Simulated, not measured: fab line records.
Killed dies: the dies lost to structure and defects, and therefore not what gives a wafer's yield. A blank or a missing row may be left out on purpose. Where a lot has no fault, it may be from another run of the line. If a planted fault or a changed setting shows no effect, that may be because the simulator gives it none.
fab line records	flow rit-cmos
record: lots: 6	wafers: 18	last-day: 7
route steps=202 shown CONTACT@172 M1@184
lots that met no fault: from a run of the same line without faults
start-h: start of the lot's first displayed wafer, in hours after the record's first day	wait-h: how many hours have passed since the lot's step before this one	" unchanged from the row above	L1.1+2: a row that stands for several wafers	- no value, or no start was given	* or withheld: withheld	< > ~ a bound
route shown NAME@n: names a module that has steps shown in the file, with the first one's number in the route	usual: mean/standard deviation of fault-free wafers	same: alike in all rows	chamber/n: place in a boat	sites: per-site readings	_std_site: how widely they spread, as a standard deviation	_edge_site: outer sites' mean less inner sites'	radius-mm: for every site, how far away it sits from the centre of the wafer	mask NAME#n: copy n	behind: the tool/chamber that last shaped the wafer	hold: why the lot went on hold/how many hours it stayed there/how the hold came to an end	device: which transistor (n, p or np) failed to switch	end of line: the route-end tests of the same wafers	step lacking rows: just its recipe	killed: dies lost to structure and defects at the first sort, not the wafer's yield	map: shows each die of a wafer: x if killed, . if not, _ if none is there
set.NAME: the setting as run; set.NAME@STEP: as run at that earlier step	model.NAME: the simulator's own value behind a step, which no gauge read
lots seen at some steps along the route; tables by step, rows by wafer
services: the hour from which a tool's chamber was out of use, counted from the record's first day as start-h (under 0 if before that day), plus the number of hours and why
== steps ==
step: RIT_CONTACT_SOFTBAKE_04
recipe: resist: NOVOLAK	temp-c: 90	time-s: 60
step: RIT_CONTACT_EXPOSE_05
recipe: mask-id: M11	na: 0.6	source-shape: conventional	sigma-outer: 0.5	target-cd-nm: 1000	dose-mj: 250
step: RIT_CONTACT_PEB_06
recipe: resist: NOVOLAK	temp-c: withheld	time-s: withheld
step: RIT_CONTACT_DEVELOP_07
recipe: resist: NOVOLAK	develop-time-s: 120	dev-temp-c: 23
step: RIT_CONTACT_CD_MEAS_08
recipe: target-cd-nm: 1000
usual: cd-nm: 999.5/2.2
lot.wafer	tool	chamber	start-h	wait-h	cd-nm
L582.1	cd-sem-01	-	64.09	-	998.1
L582.3	"	-	"	"	995.8
L582.5	"	-	"	"	995.8
L590.1	cd-sem-02	-	111.60	-	999.5
L590.2	"	-	"	"	1000.6
L590.5	"	-	"	"	1002.2
L595.1	cd-sem-02	-	126.41	-	1000.7
L595.4	"	-	"	"	1002.6
L595.6	"	-	"	"	1001.1
L597.1	cd-sem-02	-	136.92	-	1001.1
L597.3	"	-	"	"	1001.6
L597.5	"	-	"	"	1002.1
L598.1	cd-sem-01	-	143.26	-	996.3
L598.2	"	-	"	"	992.7
L598.6	"	-	"	"	992.3
L602.2	cd-sem-01	-	168.92	-	1000.0
L602.4	"	-	"	"	1000.6
L602.6	"	-	"	"	1001.3
step: RIT_CONTACT_OVL_MEAS_09
usual: CONTACT_OVL: -0.2/1.5
lot.wafer	tool	chamber	start-h	wait-h	CONTACT_OVL[nm]
L582.1	overlay-01	-	64.21	0.1	0.2
L582.3	"	-	"	"	-0.1
L582.5	"	-	"	"	0.5
L590.1	overlay-02	-	111.72	0.1	-0.7
L590.2	"	-	"	"	1.5
L590.5	"	-	"	"	1.4
L595.1	overlay-01	-	126.53	0.1	1.1
L595.4	"	-	"	"	-0.6
L595.6	"	-	"	"	1.8
L597.1	overlay-01	-	137.04	0.1	-1.4
L597.3	"	-	"	"	-2.0
L597.5	"	-	"	"	-0.8
L598.1	overlay-01	-	143.38	0.1	0.7
L598.2	"	-	"	"	-0.5
L598.6	"	-	"	"	1.2
L602.2	overlay-01	-	169.02	0.1	-4.2
L602.4	"	-	"	"	-1.9
L602.6	"	-	"	"	-1.6
step: RIT_CONTACT_HARDBAKE_10
recipe: resist: NOVOLAK	temp-c: 140	time-s: 60
step: RIT_CONTACT_ETCH_11
recipe: target-depth-a: 4800	over-etch-frac: 0.2	stop-on: TiSi2	chemistry: CHF3/CF4/Ar	target: SiO2	CHF3_flow_sccm: 50	cf4-flow-sccm: 10	Ar_flow_sccm: 100	O2_flow_sccm: 5	pressure-mtorr: 100	rf-w: 200	time-s: 320
usual: drypump-motor-current-A: 6.0/0.49	oes-product-au: 0.991/0.016	throttle-valve-pct: 8.93/0.13
lot.wafer	tool	chamber	start-h	wait-h	drypump-motor-current-A	oes-product-au	rf-hours-counter-h	throttle-valve-pct
L582.1	rie-diel-03	1	64.40	0.1	6.2	0.991	51	8.90
L582.3	"	2	"	"	5.4	0.979	3	9.18
L582.5	"	2	"	"	5.4	0.986	-	9.18
L590.1	rie-diel-02	3	111.91	0.1	6.1	1.018	106	8.97
L590.2	"	1	"	"	6.1	1.011	152	8.75
L590.5	"	2	"	"	5.3	0.998	-	9.04
L595.1	rie-diel-02	2	126.72	0.1	5.4	0.997	85	9.02
L595.4	"	3	"	"	6.1	1.020	106	8.97
L595.6	"	1	"	"	6.1	1.022	-	8.73
L597.1	rie-diel-04	1	137.22	0.1	6.7	0.977	67	8.86
L597.3	"	0	"	"	5.7	1.002	0	8.93
L597.5	"	2	"	"	6.6	1.006	-	8.79
L598.1	rie-diel-04	0	143.57	0.1	5.8	1.004	0	8.93
L598.2	"	2	"	"	6.6	1.003	32	8.79
L598.6	"	1	"	"	6.7	0.979	-	8.87
L602.2	rie-diel-04	1	169.20	0.1	6.7	0.975	68	8.87
L602.4	"	2	"	"	6.6	1.005	32	8.81
L602.6	"	2	"	"	6.6	1.011	-	8.79
step: RIT_CONTACT_STRIP_12
recipe: chemistry: O2	time-s: 180	resist: NOVOLAK	platen-temp-c: withheld	power-w: 500	pressure-mtorr: 4000	o2-flow-sccm: 4000
usual: drypump-motor-current-A: 5.8/0.31
lot.wafer	tool	chamber	start-h	wait-h	drypump-motor-current-A	rf-hours-counter-h
L582.1	plasma-asher-04	1	64.59	0.1	5.6	40
L582.3	"	0	"	"	5.4	-
L582.5	"	0	"	"	5.4	-
L590.1	plasma-asher-02	1	112.10	0.1	5.9	48
L590.2	"	0	"	"	6.2	48
L590.5	"	1	"	"	5.9	-
L595.1	plasma-asher-02	1	126.91	0.1	5.9	50
L595.4	"	0	"	"	6.2	-
L595.6	"	0	"	"	6.2	-
L597.1	plasma-asher-02	0	137.42	0.1	6.1	51
L597.3	"	0	"	"	6.1	-
L597.5	"	0	"	"	6.2	-
L598.1	plasma-asher-02	0	143.76	0.1	6.2	51
L598.2	"	1	"	"	5.9	51
L598.6	"	1	"	"	5.9	-
L602.2	plasma-asher-02	1	169.40	0.1	5.9	54
L602.4	"	0	"	"	6.1	-
L602.6	"	0	"	"	6.1	-
step: RIT_CONTACT_CD_MEAS_90
recipe: target-cd-nm: 1000
usual: cd-nm: 999.4/2.1
lot.wafer	tool	chamber	start-h	wait-h	cd-nm
L582.1	cd-sem-02	-	64.77	0.1	997.5
L582.3	"	-	"	"	996.0
L582.5	"	-	"	"	996.1
L590.1	cd-sem-01	-	112.28	0.1	999.7
L590.2	"	-	"	"	1000.1
L590.5	"	-	"	"	1001.8
L595.1	cd-sem-02	-	127.09	0.1	1000.4
L595.4	"	-	"	"	1003.0
L595.6	"	-	"	"	1001.4
L597.1	cd-sem-02	-	137.59	0.1	1000.9
L597.3	"	-	"	"	1001.8
L597.5	"	-	"	"	1002.2
L598.1	cd-sem-02	-	143.94	0.1	996.2
L598.2	"	-	"	"	992.6
L598.6	"	-	"	"	992.5
L602.2	cd-sem-02	-	169.59	0.1	1000.4
L602.4	"	-	"	"	1000.2
L602.6	"	-	"	"	1001.2
step: RIT_CONTACT_CLEAN_13
recipe: chemistry: SC1	mix: 3:3:50	time-s: 600	temp-c: 75
step: RIT_CONTACT_CLEAN_14
recipe: chemistry: SC2	mix: 3:3:50	time-s: 600	temp-c: 75	dry: n2-spin
step: RIT_M1_SPUTTER_00
recipe: material: Al	target-thk-nm: 400	power-w: 2000	chamber-pressure-pa: 0.4	gas: Ar	time-s: 500	substrate-temp-c: 25
usual: chamber-pressure-pa: 0.4000/0.00081	substrate-temp-c: 25.00/0.094	throttle-valve-pct: 30.3/0.74
lot.wafer	tool	chamber	start-h	wait-h	chamber-pressure-pa	substrate-temp-c	throttle-valve-pct	model.Al_of_M1_SPUTTER_00.thk-nm
L582.1	pvd-sputter-03	-	65.24	0.0	0.3996	24.83	30.8	393.9
L582.3	"	-	"	"	0.4011	24.99	29.0	395.2
L582.5	"	-	"	"	0.4003	24.96	30.1	395.7
L590.1	pvd-sputter-02	-	112.78	0.0	0.3998	24.99	31.0	403.4
L590.2	"	-	"	"	0.4003	25.10	31.4	403.7
L590.5	"	-	"	"	0.4012	25.05	29.5	407.7
L595.1	pvd-sputter-02	-	127.57	0.0	0.3650	25.17	32.9	410.1
L595.4	"	-	"	"	0.3989	24.96	30.2	398.2
L595.6	"	-	"	"	0.3989	24.99	30.0	401.4
L597.1	pvd-sputter-02	-	138.06	0.0	0.3987	24.76	31.2	398.9
L597.3	"	-	"	"	0.3662	24.92	32.8	407.1
L597.5	"	-	"	"	0.3655	24.94	33.1	408.8
L598.1	pvd-sputter-01	-	144.41	0.0	0.4010	24.91	29.9	404.2
L598.2	"	-	"	"	0.3991	25.16	30.4	396.8
L598.6	"	-	"	"	0.3989	25.05	30.4	398
L602.2	pvd-sputter-03	-	170.06	0.0	0.4004	25.06	28.9	400.1
L602.4	"	-	"	"	0.3997	25.01	30.2	399
L602.6	"	-	"	"	0.4009	25.05	30.2	399.1
step: RIT_M1_RS_MEAS_01
recipe: thk-meas-gauge: four-point-probe	reads: Al_of_M1_SPUTTER_00
usual: M1_AL_RS: 0.0735/0.00066
lot.wafer	tool	chamber	start-h	wait-h	M1_AL_RS[ohm/sq]
L582.1	film-metro-03	-	65.53	0.1	0.0746
L582.3	"	-	"	"	0.0743
L582.5	"	-	"	"	0.0742
L590.1	film-metro-02	-	113.08	0.1	0.0727
L590.2	"	-	"	"	0.0729
L590.5	"	-	"	"	0.0719
L595.1	film-metro-03	-	127.87	0.1	0.0711
L595.4	"	-	"	"	0.0737
L595.6	"	-	"	"	0.0730
L597.1	film-metro-02	-	138.36	0.1	0.0737
L597.3	"	-	"	"	0.0716
L597.5	"	-	"	"	0.0714
L598.1	film-metro-01	-	144.70	0.1	0.0728
L598.2	"	-	"	"	0.0740
L598.6	"	-	"	"	0.0737
L602.2	film-metro-01	-	170.37	0.2	0.0734
L602.4	"	-	"	"	0.0737
L602.6	"	-	"	"	0.0736
step: RIT_M1_THK_MEAS_02
recipe: thk-meas-gauge: xrf	reads: Al_of_M1_SPUTTER_00
usual: M1_AL_THK: 399/3.7
lot.wafer	tool	chamber	start-h	wait-h	M1_AL_THK[nm]
L582.1	film-metro-03	-	65.65	0.1	393
L582.3	"	-	"	"	394
L582.5	"	-	"	"	396
L590.1	film-metro-02	-	113.20	0.1	403
L590.2	"	-	"	"	401
L590.5	"	-	"	"	408
L595.1	film-metro-03	-	127.99	0.1	408
L595.4	"	-	"	"	397
L595.6	"	-	"	"	394
L597.1	film-metro-02	-	138.48	0.1	398
L597.3	"	-	"	"	407
L597.5	"	-	"	"	408
L598.1	film-metro-01	-	144.82	0.1	407
L598.2	"	-	"	"	398
L598.6	"	-	"	"	399
L602.2	film-metro-01	-	170.48	0.1	400
L602.4	"	-	"	"	395
L602.6	"	-	"	"	399
step: RIT_M1_HMDS_03
recipe: prime-time-s: 60	prime-temp-c: 140
step: RIT_M1_COAT_04
recipe: resist: NOVOLAK	spin-rpm: 2000	resist-thk-nm: 1300
step: RIT_M1_SOFTBAKE_05
recipe: resist: NOVOLAK	temp-c: 90	time-s: 60
step: RIT_M1_EXPOSE_06
recipe: mask-id: M12	na: 0.6	source-shape: conventional	sigma-outer: 0.5	target-cd-nm: 2600	dose-mj: 250
step: RIT_M1_PEB_07
recipe: resist: NOVOLAK	temp-c: withheld	time-s: withheld
step: RIT_M1_DEVELOP_08
recipe: resist: NOVOLAK	develop-time-s: 68	dev-temp-c: 23
step: RIT_M1_CD_MEAS_09
recipe: target-cd-nm: 2600
usual: cd-nm: 2601.0/2.7
lot.wafer	tool	chamber	start-h	wait-h	cd-nm
L582.1	cd-sem-02	-	66.59	-	2601.1
L582.3	"	-	"	"	2599.6
L582.5	"	-	"	"	2599.4
L590.1	cd-sem-01	-	114.36	-	2604.0
L590.2	"	-	"	"	2601.0
L590.5	"	-	"	"	2600.2
L595.1	cd-sem-02	-	129.05	-	2601.5
L595.4	"	-	"	"	2602.2
L595.6	"	-	"	"	2604.2
L597.1	cd-sem-02	-	139.42	-	2599.9
L597.3	"	-	"	"	2600.6
L597.5	"	-	"	"	2599.9
L598.1	cd-sem-01	-	145.89	-	2607.1
L598.2	"	-	"	"	2604.0
L598.6	"	-	"	"	2604.6
L602.2	cd-sem-02	-	171.64	-	2601.5
L602.4	"	-	"	"	2604.6
L602.6	"	-	"	"	2604.5
step: RIT_M1_OVL_MEAS_10
usual: M1_OVL: 0.2/1.2
lot.wafer	tool	chamber	start-h	wait-h	M1_OVL[nm]
L582.1	overlay-02	-	66.71	0.1	-0.5
L582.3	"	-	"	"	-1.0
L582.5	"	-	"	"	-1.4
L590.1	overlay-01	-	114.48	0.1	2.5
L590.2	"	-	"	"	0.7
L590.5	"	-	"	"	-0.1
L595.1	overlay-01	-	129.17	0.1	1.0
L595.4	"	-	"	"	-0.7
L595.6	"	-	"	"	-0.1
L597.1	overlay-02	-	139.54	0.1	-0.1
L597.3	"	-	"	"	-0.3
L597.5	"	-	"	"	0.2
L598.1	overlay-02	-	146.01	0.1	0.2
L598.2	"	-	"	"	0.6
L598.6	"	-	"	"	-0.3
L602.2	overlay-02	-	171.75	0.1	-2.1
L602.4	"	-	"	"	-1.9
L602.6	"	-	"	"	1.1
step: RIT_M1_HARDBAKE_11
recipe: resist: NOVOLAK	temp-c: 140	time-s: 120
step: RIT_M1_METAL_ETCH_12
recipe: stop-on: SiO2	chemistry: Cl2/BCl3	target: Al	time-s: 165	over-etch-frac: 0.5	pressure-mtorr: 100	target-depth-a: 6000	rf-w: 250	Cl2_flow_sccm: 60	bcl3-flow-sccm: 50
usual: bcl3-flow-sccm: 49.98/0.14	drypump-motor-current-A: 5.9/0.47	oes-product-au: 0.774/0.011	throttle-valve-pct: 8.24/0.14
lot.wafer	tool	chamber	start-h	wait-h	bcl3-flow-sccm	drypump-motor-current-A	oes-product-au	rf-hours-counter-h	throttle-valve-pct	model.etch.depth-nm	model.M1.feature-depth-nm
L582.1	rie-metal-01	1	67.00	0.2	50.16	6.7	0.787	34	8.31	393.9	426.1
L582.3	"	1	"	"	50.19	6.7	0.785	-	8.31	395.2	427.3
L582.5	"	1	"	"	50.13	6.7	0.784	-	8.31	395.7	428.1
L590.1	rie-metal-01	1	114.81	0.2	50.03	6.7	0.789	34	8.32	403.4	436.2
L590.2	"	0	"	"	49.76	5.9	0.793	38	8.43	403.7	436.8
L590.5	"	0	"	"	49.62	5.9	0.798	-	8.40	407.7	440.9
L595.1	rie-metal-02	1	129.46	0.2	49.82	6.2	0.790	3	8.13	410.1	442.9
L595.4	"	1	"	"	49.94	6.2	0.776	-	8.15	398.2	431.1
L595.6	"	0	"	"	50.12	5.3	0.785	-	8.40	401.4	434.9
L597.1	rie-metal-02	0	140.00	0.2	50.09	5.3	0.770	3	8.38	398.9	432.1
L597.3	"	1	"	"	50.04	6.2	0.785	-	8.13	407.1	440
L597.5	"	0	"	"	50.12	5.3	0.785	-	8.39	408.8	442.3
L598.1	rie-metal-04	1	146.29	0.2	49.84	5.3	0.772	2	8.03	404.2	436.5
L598.2	"	0	"	"	50.02	6.3	0.771	2	8.15	396.8	429.5
L598.6	"	1	"	"	50.12	5.3	0.759	-	8.05	398	430.5
L602.2	rie-metal-02	1	172.03	0.2	49.84	6.2	0.772	4	8.15	400.1	432.9
L602.4	"	1	"	"	50.13	6.2	0.775	-	8.14	399	431.7
L602.6	"	1	"	"	50.14	6.2	0.772	-	8.13	399.1	431.9
step: RIT_M1_STRIP_13
recipe: chemistry: nmp	resist: NOVOLAK	temp-c: 80	time-s: 600	dry: n2-spin
step: RIT_M1_PROBE_99
usual: defect-limited-yield: 97.5/1.2	killed-at-contacts: 0.1/0.32	killed-at-front-end: 6/3.1	killed-dies: 7/3.2	killed-open: 3.1/1.9	killed-short: 3.5/2.2	sort_bin_3_pad_short: 0.2/0.24	sort_bin_5_function: 1.5/0.86	sort_bin_6_memory: 0.9/0.59	sort-n-pass: 257/3.2	sort-yield-pct: 97.5/1.2
same: gross-dies: 264	killed_at_M0_to_M3: 0	killed_at_M4_up: 0	killed-at-back-side: 0	killed-at-other: 0
lot.wafer	tool	chamber	start-h	wait-h	defect-limited-yield[%]	killed-at-contacts	killed-at-front-end	killed-dies	killed-open	killed-short	sort_bin_3_pad_short[%]	sort_bin_5_function[%]	sort_bin_6_memory[%]	sort-n-pass	sort-yield-pct[%]	model.etest.m1.rs-ohm-sq
L582.1	prober-02	-	69.25	0.1	96.2	0	10	10	4	6	0.8	1.5	1.5	254	96.2	0.07332
L582.3	prober-02	-	69.35	0.2	97.7	0	6	6	3	3	0	1.5	0.8	258	97.7	0.07276
L582.5	prober-02	-	69.45	0.2	98.1	0	5	5	3	2	0	1.1	0.8	259	98.1	0.07376
L590.1	prober-02	-	117.31	0.1	98.9	0	3	3	2	1	0	0.8	0.4	261	98.9	0.07134
L590.2	prober-02	-	117.36	0.1	96.6	0	9	9	6	3	0.4	1.9	1.1	255	96.6	0.07212
L590.5	prober-02	-	117.51	0.2	98.5	0	4	4	0	4	0	1.1	0.4	260	98.5	0.07099
L595.1	prober-02	-	131.71	0.1	97.7	0	6	6	4	2	0.4	1.1	0.8	258	97.7	0.07115
L595.4	prober-02	-	131.86	0.2	97.3	0	7	7	4	3	0	1.1	1.5	257	97.3	0.07296
L595.6	prober-02	-	131.96	0.2	98.1	0	5	5	1	4	0.8	0.4	0.8	259	98.1	0.0725
L597.1	prober-02	-	142.25	0.1	98.9	1	2	3	3	0	0	0	1.1	261	98.9	0.07251
L597.3	prober-02	-	142.35	0.2	98.1	0	5	5	2	3	0.4	0	1.5	259	98.1	0.07072
L597.5	prober-02	-	142.45	0.2	95.1	0	13	13	5	8	0	3.8	1.1	251	95.1	0.07121
L598.1	prober-01	-	148.54	0.1	97.3	1	6	7	5	2	0.4	1.5	0.8	257	97.3	0.07201
L598.2	prober-01	-	148.59	0.1	97.7	0	6	6	3	3	0.4	1.5	0.4	258	97.7	0.07333
L598.6	prober-01	-	148.79	0.2	98.1	0	5	5	5	0	0	0.4	1.5	259	98.1	0.07271
L602.2	prober-02	-	174.33	0.1	95.5	0	12	12	6	6	0.4	2.7	1.5	252	95.5	0.07243
L602.4	prober-02	-	174.43	0.2	98.5	0	4	4	2	2	0	1.1	0.4	260	98.5	0.07301
L602.6	prober-02	-	174.53	0.2	98.1	0	5	5	3	2	0.4	0.8	0.8	259	98.1	0.07225
killed by level:class
L582.1 FOX1:geometric-particle:short=2 REOX:geometric-particle:short=2 FOX2:geometric-particle:open=1 GATE:geometric-particle:short=1 GATE:geometric-particle:open=1 SPACER:geometric-particle:open=1 SILICIDE:geometric-particle:short=1 SILICIDE:geometric-particle:open=1
L582.3 FOX1:geometric-particle:open=2 SPACER:geometric-particle:short=2 FOX2:geometric-particle:open=1 FOX2:geometric-particle:short=1
L582.5 ACTIVE:geometric-particle:open=1 FOX2:geometric-particle:short=1 GATE:geometric-particle:open=1 SPACER:geometric-particle:short=1 SPACER:geometric-particle:open=1
L590.1 GATE:geometric-particle:short=1 GATE:geometric-particle:open=1 SILICIDE:geometric-particle:open=1
L590.2 REOX:geometric-particle:open=3 GATE:geometric-particle:short=1 GATE:geometric-particle:open=1 REOX:geometric-particle:short=1 SPACER:geometric-particle:open=1 SPACER:geometric-particle:short=1 SILICIDE:geometric-particle:open=1
L590.5 REOX:geometric-particle:short=2 GATE:geometric-particle:short=1 SPACER:geometric-particle:short=1
L595.1 SILICIDE:geometric-particle:open=3 GATE:geometric-particle:short=1 REOX:geometric-particle:open=1 REOX:geometric-particle:short=1
L595.4 FOX1:geometric-particle:open=2 GATE:geometric-particle:short=2 FOX1:geometric-particle:short=1 GATE:geometric-particle:open=1 SPACER:geometric-particle:open=1
L595.6 GATE:geometric-particle:short=3 GATE:geometric-particle:open=1 REOX:geometric-particle:short=1
L597.1 GATE:geometric-particle:open=2 CONTACT:geometric-particle:open=1
L597.3 GATE:geometric-particle:open=2 GATE:geometric-particle:short=1 SPACER:geometric-particle:short=1 SILICIDE:geometric-particle:short=1
L597.5 GATE:geometric-particle:short=4 GATE:geometric-particle:open=3 FOX1:geometric-particle:short=1 FOX2:geometric-particle:open=1 FOX2:geometric-particle:short=1 REOX:geometric-particle:open=1 SPACER:geometric-particle:short=1 SILICIDE:geometric-particle:short=1
L598.1 SILICIDE:geometric-particle:open=3 FOX1:geometric-particle:open=1 GATE:geometric-particle:open=1 GATE:geometric-particle:short=1 CONTACT:geometric-particle:short=1
L598.2 FOX2:geometric-particle:open=3 GATE:geometric-particle:short=2 REOX:geometric-particle:short=1
L598.6 FOX1:geometric-particle:open=1 FOX2:geometric-particle:open=1 GATE:geometric-particle:open=1 REOX:geometric-particle:open=1 SPACER:geometric-particle:open=1
L602.2 REOX:geometric-particle:open=4 GATE:geometric-particle:open=2 GATE:geometric-particle:short=2 REOX:geometric-particle:short=2 FOX2:geometric-particle:short=1 SPACER:geometric-particle:short=1
L602.4 GATE:geometric-particle:short=2 GATE:geometric-particle:open=1 SILICIDE:geometric-particle:open=1
L602.6 SPACER:geometric-particle:open=2 GATE:geometric-particle:short=1 REOX:geometric-particle:open=1 SPACER:geometric-particle:short=1
== services ==
tool	chamber	start-h	hours	kind
pvd-sputter-02	-	45.92	7.7	repair
rie-diel-04	3	46.71	8.7	repair
plasma-asher-04	-	49.04	2.8	pm
pvd-sputter-01	-	53.00	2.6	repair
pvd-sputter-03	-	68.93	4.9	repair
pvd-sputter-02	-	81.01	1.1	repair
plasma-asher-04	-	85.90	2.0	repair
rie-metal-01	1	86.08	21.7	repair
rie-metal-02	1	86.76	3.3	repair
pvd-sputter-03	-	87.88	5.0	repair
plasma-asher-04	-	89.52	2.1	repair
rie-diel-02	-	92.53	0.3	repair
rie-diel-02	2	95.01	11.4	repair
rie-diel-04	0	98.92	-	clean
rie-diel-04	0	98.92	19.9	scheduled-down
rie-diel-04	0	98.92	19.9	vent-cycle
rie-diel-03	3	101.35	5.6	repair
rie-diel-03	0	104.54	33.8	repair
rie-diel-03	1	125.62	6.0	repair
rie-diel-03	-	131.92	1.6	repair
rie-diel-03	1	135.44	12.9	repair
rie-metal-01	-	136.12	20.0	pm
rie-metal-01	0	136.12	20.0	vent-cycle
rie-diel-03	-	142.66	0.8	repair
== key ==
first-sign: step: RIT_M1_SPUTTER_00	reading: chamber-pressure-pa	direction: down	sigmas: 42	usual: 0.4000	struck: 0.3656
effect: step: RIT_M1_RS_MEAS_01	reading: M1_AL_RS	direction: down	sigmas: 3.3	usual: 0.0735	struck: 0.0714
effect: step: RIT_M1_THK_MEAS_02	reading: M1_AL_THK	direction: up	sigmas: 2.4	usual: 399	struck: 408
model-effect: step: RIT_M1_SPUTTER_00	value: Al_of_M1_SPUTTER_00.thk-nm	without: 400.4	struck: 408.7
model-effect: step: RIT_M1_METAL_ETCH_12	value: etch.depth-nm	without: 400.4	struck: 408.7
model-effect: step: RIT_M1_PROBE_99	value: etest.m1.rs-ohm-sq	without: 0.07249	struck: 0.07102
met-at RIT_M1_SPUTTER_00
struck-wafers L595.1,L597.3,L597.5
onset-between 112.78 127.57
fault: kind: process-parameter-drift	tool: pvd-sputter-02	chamber: -	onset-h: 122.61	steps: RIT_M1_SPUTTER_00	channel: chamber-pressure-pa	offset: -0.034309	shape: step	end-h: 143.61	stated: 0.4	scope: struck-wafers-only
